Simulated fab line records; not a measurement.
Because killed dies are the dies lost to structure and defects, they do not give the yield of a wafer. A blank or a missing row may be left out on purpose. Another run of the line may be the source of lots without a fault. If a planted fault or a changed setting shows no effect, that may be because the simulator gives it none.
fab line records -- flow rit_cmos
[record] lots = 7, wafers = 21, last_day = 6
route steps=202 shown PLDD@118 SPACER@125
lots that met no fault: taken from a fault-free run of the same line
start_h: start of the lot's first displayed wafer, in hours after the record's first day -- wait_h: hours from the lot's prior step to this one -- " repeats the value in the row above -- L1.1+2: a single row standing in for several wafers -- - no value, or no start was given -- * or withheld: withheld -- < > ~ a bound
route shown NAME@n: NAME is a module with steps in the file, n the number in the route of the first one -- usual: mean/standard deviation of fault-free wafers -- same: alike in all rows -- chamber/n: place in a boat -- sites: readings site by site -- _std_site: how widely they spread, as a standard deviation -- _edge_site: mean of outer sites minus mean of inner sites -- radius_mm: how far each site lies from the wafer's centre -- mask NAME#n: copy n -- behind: tool/chamber where the wafer was last shaped -- hold: the reason the lot was held/the length of the hold in hours/how it ended -- device: whichever transistor did not switch (one of n, p or np) -- end of line: at the end of the route, the tests of the same wafers -- a step without rows: its recipe alone -- killed: dies lost to structure and defects at the first sort, not the wafer's yield -- map: a wafer's dies, x killed, . not, _ none there
set.NAME: the run value of the setting; set.NAME@STEP: its run value at that earlier step -- model.NAME: the simulator's own value behind a step, which no gauge read
lots at some steps of the route; a table a step, a row a wafer
services: from which hour (start_h, from the record's first day; less than 0 if before it) a tool's chamber was out of use, for how many hours, and why
[[steps]]
[step RIT_PLDD_PEB_04]
[recipe] resist = NOVOLAK, temp_c = withheld, time_s = withheld
[step RIT_PLDD_DEVELOP_05]
[recipe] resist = NOVOLAK, develop_time_s = 50, dev_temp_c = 23
[step RIT_PLDD_OVL_MEAS_06]
[usual] PLDD_OVL = -0.1/1.7
lot.wafer,tool,chamber,start_h,wait_h,PLDD_OVL[nm]
L533.3,overlay-02,-,47.00,-,0.1
L533.5,overlay-02,-,47.00,-,-1.0
L533.6,overlay-02,-,47.00,-,-0.2
L540.3,overlay-02,-,83.40,-,0.4
L540.5,overlay-02,-,83.40,-,-0.4
L540.6,overlay-02,-,83.40,-,-0.7
L541.2,overlay-01,-,87.22,-,-1.0
L541.4,overlay-01,-,87.22,-,-1.5
L541.5,overlay-01,-,87.22,-,-0.6
L542.2,overlay-01,-,93.81,-,-1.1
L542.5,overlay-01,-,93.81,-,-0.7
L542.6,overlay-01,-,93.81,-,0.5
L545.1,overlay-01,-,107.92,-,4.5
L545.2,overlay-01,-,107.92,-,1.3
L545.6,overlay-01,-,107.92,-,1.4
L550.1,overlay-01,-,137.14,-,-2.4
L550.3,overlay-01,-,137.14,-,-0.1
L550.5,overlay-01,-,137.14,-,-0.5
L551.2,overlay-01,-,139.57,-,0.4
L551.4,overlay-01,-,139.57,-,1.4
L551.5,overlay-01,-,139.57,-,2.0
[step RIT_PLDD_HARDBAKE_07]
[recipe] resist = NOVOLAK, temp_c = 140, time_s = 60
[step RIT_PLDD_IMPLANT_08]
[recipe] species = BF2, energy_kev = 20, dose_cm2 = 9e+14, tilt_deg = 7
[step RIT_PLDD_STRIP_09]
[recipe] chemistry = O2, time_s = 180, resist = NOVOLAK, platen_temp_c = withheld, power_w = 500, pressure_mtorr = 4000, o2_flow_sccm = 4000
[usual] drypump_motor_current_A = 5.9/0.32
lot.wafer,tool,chamber,start_h,wait_h,drypump_motor_current_A,rf_hours_counter_h
L533.3,plasma_asher-01,1,47.39,0.1,5.9,-
L533.5,plasma_asher-01,0,47.39,0.1,5.8,-
L533.6,plasma_asher-01,1,47.39,0.1,5.9,-
L540.3,plasma_asher-03,0,83.78,0.1,6.1,-
L540.5,plasma_asher-03,1,83.78,0.1,6.0,-
L540.6,plasma_asher-03,0,83.78,0.1,6.2,-
L541.2,plasma_asher-04,0,87.55,0.1,6.3,28
L541.4,plasma_asher-04,1,87.55,0.1,5.2,-
L541.5,plasma_asher-04,0,87.55,0.1,6.3,-
L542.2,plasma_asher-03,1,94.14,0.1,6.0,45
L542.5,plasma_asher-03,1,94.14,0.1,6.0,-
L542.6,plasma_asher-03,0,94.14,0.1,6.2,-
L545.1,plasma_asher-01,0,108.25,0.1,5.8,49
L545.2,plasma_asher-01,1,108.25,0.1,5.9,49
L545.6,plasma_asher-01,1,108.25,0.1,5.9,-
L550.1,plasma_asher-04,1,137.47,0.1,5.2,34
L550.3,plasma_asher-04,0,137.47,0.1,6.4,-
L550.5,plasma_asher-04,1,137.47,0.1,5.2,-
L551.2,plasma_asher-04,1,139.90,0.1,5.2,34
L551.4,plasma_asher-04,1,139.90,0.1,5.2,-
L551.5,plasma_asher-04,0,139.90,0.1,6.3,-
[step RIT_PLDD_TW_MEAS_10]
[usual] PLDD_TW = 2357/25
lot.wafer,tool,chamber,start_h,wait_h,PLDD_TW
L533.3,film_metro-02,-,47.53,0.1,2391
L533.5,film_metro-02,-,47.53,0.1,2381
L533.6,film_metro-02,-,47.53,0.1,2378
L540.3,film_metro-03,-,83.92,0.1,2333
L540.5,film_metro-03,-,83.92,0.1,2335
L540.6,film_metro-03,-,83.92,0.1,2338
L541.2,film_metro-03,-,87.74,0.1,2351
L541.4,film_metro-03,-,87.74,0.1,2336
L541.5,film_metro-03,-,87.74,0.1,2337
L542.2,film_metro-02,-,94.32,0.1,2376
L542.5,film_metro-02,-,94.32,0.1,2386
L542.6,film_metro-02,-,94.32,0.1,2382
L545.1,film_metro-02,-,108.43,0.1,2382
L545.2,film_metro-02,-,108.43,0.1,2375
L545.6,film_metro-02,-,108.43,0.1,2372
L550.1,film_metro-01,-,137.65,0.1,2312
L550.3,film_metro-01,-,137.65,0.1,2320
L550.5,film_metro-01,-,137.65,0.1,2320
L551.2,film_metro-03,-,140.08,0.1,2354
L551.4,film_metro-03,-,140.08,0.1,2361
L551.5,film_metro-03,-,140.08,0.1,2372
[step RIT_SPACER_CLEAN_00]
[recipe] chemistry = SC1, mix = 3:3:50, time_s = 600, temp_c = 75
[step RIT_SPACER_CLEAN_01]
[recipe] chemistry = dHF, dilution = 50:1, time_s = 30
[step RIT_SPACER_CLEAN_02]
[recipe] chemistry = SC2, mix = 3:3:50, time_s = 600, temp_c = 75, dry = n2_spin
[step RIT_SPACER_CVD_03]
[recipe] material = Si3N4, target_thk_nm = 250, temp_c = 810, precursor = SiH2Cl2/NH3, time_s = 3300, pressure_mtorr = 300, sih2cl2_flow_sccm = 60, nh3_flow_sccm = 150
[step RIT_SPACER_THK_MEAS_04]
[recipe] reads = Si3N4_of_SPACER_CVD_03
[usual] SPACER_NITRIDE_THK = 250.7/2.8
lot.wafer,tool,chamber,start_h,wait_h,SPACER_NITRIDE_THK[nm]
L533.3,film_metro-01,-,51.04,0.0,247.0
L533.5,film_metro-01,-,51.04,0.0,249.0
L533.6,film_metro-01,-,51.04,0.0,248.5
L540.3,film_metro-01,-,86.28,0.0,254.5
L540.5,film_metro-01,-,86.28,0.0,254.3
L540.6,film_metro-01,-,86.28,0.0,254.4
L541.2,film_metro-04,-,90.12,0.0,253.8
L541.4,film_metro-04,-,90.12,0.0,253.2
L541.5,film_metro-04,-,90.12,0.0,253.3
L542.2,film_metro-01,-,96.67,0.0,246.1
L542.5,film_metro-01,-,96.67,0.0,245.9
L542.6,film_metro-01,-,96.67,0.0,246.1
L545.1,film_metro-01,-,110.81,0.0,252.9
L545.2,film_metro-01,-,110.81,0.0,248.7
L545.6,film_metro-01,-,110.81,0.0,249.5
L550.1,film_metro-01,-,140.01,0.0,246.2
L550.3,film_metro-01,-,140.01,0.0,246.9
L550.5,film_metro-01,-,140.01,0.0,243.1
L551.2,film_metro-02,-,142.43,0.0,248.3
L551.4,film_metro-02,-,142.43,0.0,247.8
L551.5,film_metro-02,-,142.43,0.0,248.1
[step RIT_SPACER_ETCHBACK_05]
[recipe] target_depth_a = 2500, SF6_flow_sccm = 30, CHF3_flow_sccm = 30, target = Si3N4, chemistry = SF6/CHF3, pressure_mtorr = 40, rf_w = 250, time_s = 240, stop_on = SiO2
[usual] CHF3_flow_sccm = 29.99/0.095, SF6_flow_sccm = 30.00/0.092, drypump_motor_current_A = 5.9/0.57, oes_product_au = 0.849/0.017, throttle_valve_pct = 10.25/0.15
lot.wafer,tool,chamber,start_h,wait_h,CHF3_flow_sccm,SF6_flow_sccm,drypump_motor_current_A,oes_product_au,rf_hours_counter_h,throttle_valve_pct,model.poly-Si_of_GATE_CVD_08.thk_nm,model.Si3N4_of_SPACER_CVD_03.thk_nm,model.SiO2_of_FOX2_OXIDATION_00.thk_nm
L533.3,rie_diel-02,1,51.08,0.0,29.99,30.05,5.7,0.838,107,10.32,165.7,193.7,178.5
L533.5,rie_diel-02,0,51.08,0.0,29.86,30.11,5.4,0.842,-,9.98,163.9,196.4,173.9
L533.6,rie_diel-02,1,51.08,0.0,29.90,29.98,5.7,0.847,-,10.32,164.9,195.3,175.9
L540.3,rie_diel-04,3,86.32,0.0,-,-,-,-,-,-,232.8,254.4,232.4
L540.5,rie_diel-04,1,86.32,0.0,-,-,-,-,-,-,232,254.1,232.3
L540.6,rie_diel-04,2,86.32,0.0,-,-,-,-,-,-,233.8,254.4,222.7
L541.2,rie_diel-03,2,90.17,0.0,-,-,-,-,-,-,229.3,253.6,229.5
L541.4,rie_diel-03,0,90.17,0.0,-,-,-,-,-,-,227.5,253,234.5
L541.5,rie_diel-03,3,90.17,0.0,-,-,-,-,-,-,227.1,253.5,228.1
L542.2,rie_diel-03,2,96.72,0.0,-,-,-,-,-,-,234,245.9,227.3
L542.5,rie_diel-03,0,96.72,0.0,-,-,-,-,-,-,232.8,246,225
L542.6,rie_diel-03,3,96.72,0.0,-,-,-,-,-,-,232.8,245.9,221.2
L545.1,rie_diel-02,3,110.87,0.1,29.92,29.90,6.0,0.877,80,10.03,165.3,197.8,196.6
L545.2,rie_diel-02,0,110.87,0.1,29.92,30.00,5.4,0.840,81,9.97,166.2,196.2,196.1
L545.6,rie_diel-02,3,110.87,0.1,30.09,29.88,6.0,0.861,-,10.02,163.8,195.5,193.6
L550.1,rie_diel-03,2,140.07,0.1,29.94,30.11,5.7,0.814,61,10.15,167.3,193.2,183.7
L550.3,rie_diel-03,1,140.07,0.1,30.15,30.02,6.5,0.854,6,10.32,167.1,192.4,178.4
L550.5,rie_diel-03,1,140.07,0.1,30.06,30.16,6.5,0.843,-,10.31,165.9,189.2,179.1
L551.2,rie_diel-04,1,142.48,0.0,30.03,29.99,6.6,0.847,10,10.23,169.3,195.1,179
L551.4,rie_diel-04,2,142.48,0.0,29.87,30.13,5.9,0.849,5,10.48,165.8,193.7,179.5
L551.5,rie_diel-04,2,142.48,0.0,30.07,30.11,5.8,0.848,-,10.46,167.7,193.9,175.6
[[services]]
tool,chamber,start_h,hours,kind
rie_diel-03,-,27.62,14.6,pm
plasma_asher-01,-,27.67,0.6,repair
rie_diel-04,-,44.46,1.8,repair
rie_diel-04,3,58.87,-,clean
rie_diel-04,3,58.87,18.7,scheduled_down
rie_diel-04,3,58.87,18.7,vent_cycle
rie_diel-02,3,89.32,9.2,repair
rie_diel-04,3,92.29,5.8,repair
rie_diel-04,2,105.54,3.2,repair
rie_diel-03,0,118.01,4.7,repair
rie_diel-03,3,119.72,3.0,repair
rie_diel-03,3,139.09,-,clean
rie_diel-03,3,139.09,27.4,scheduled_down
rie_diel-03,3,139.09,27.4,vent_cycle
rie_diel-02,1,139.27,7.1,repair
[[key]]
[first_sign] step = RIT_SPACER_ETCHBACK_05, reading = tool_record, direction = missing
effect none on later readings
[model_effect] step = RIT_SPACER_ETCHBACK_05, value = poly-Si_of_GATE_CVD_08.thk_nm, without = 166.2, struck = 231.4
met_at RIT_SPACER_ETCHBACK_05
struck_wafers L540.3,L540.5,L540.6,L541.2,L541.4,L541.5,L542.2,L542.5,L542.6
later_rows_left_out L540.3,L540.5,L540.6,L541.2,L541.4,L541.5,L542.2,L542.5,L542.6
sort_left_out L540.3,L540.5,L540.6,L541.2,L541.4,L541.5,L542.2,L542.5,L542.6
tester_left_out L540,L541,L542
[fault] kind = skipped_step_whole, tool = rie_diel-03,rie_diel-04, chamber = -, onset_h = 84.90, steps = RIT_SPACER_ETCHBACK_05, scope = struck_lots_only
// tester_left_out: of these lots the tester's yield and bins aren't shown, on N5 and GAA mostly nor the transistor test; their killed dies are dies lost to structure and defects alone, not to doping, threshold or leakage, so they don't give the yield
// sort_left_out: the simulated sort isn't trusted on such a fault, so these wafers' sort isn't shown, and their yield isn't known
// later_rows_left_out: the simulator's readings of these wafers behind a module that went badly wrong aren't trusted and aren't shown, but for the sort
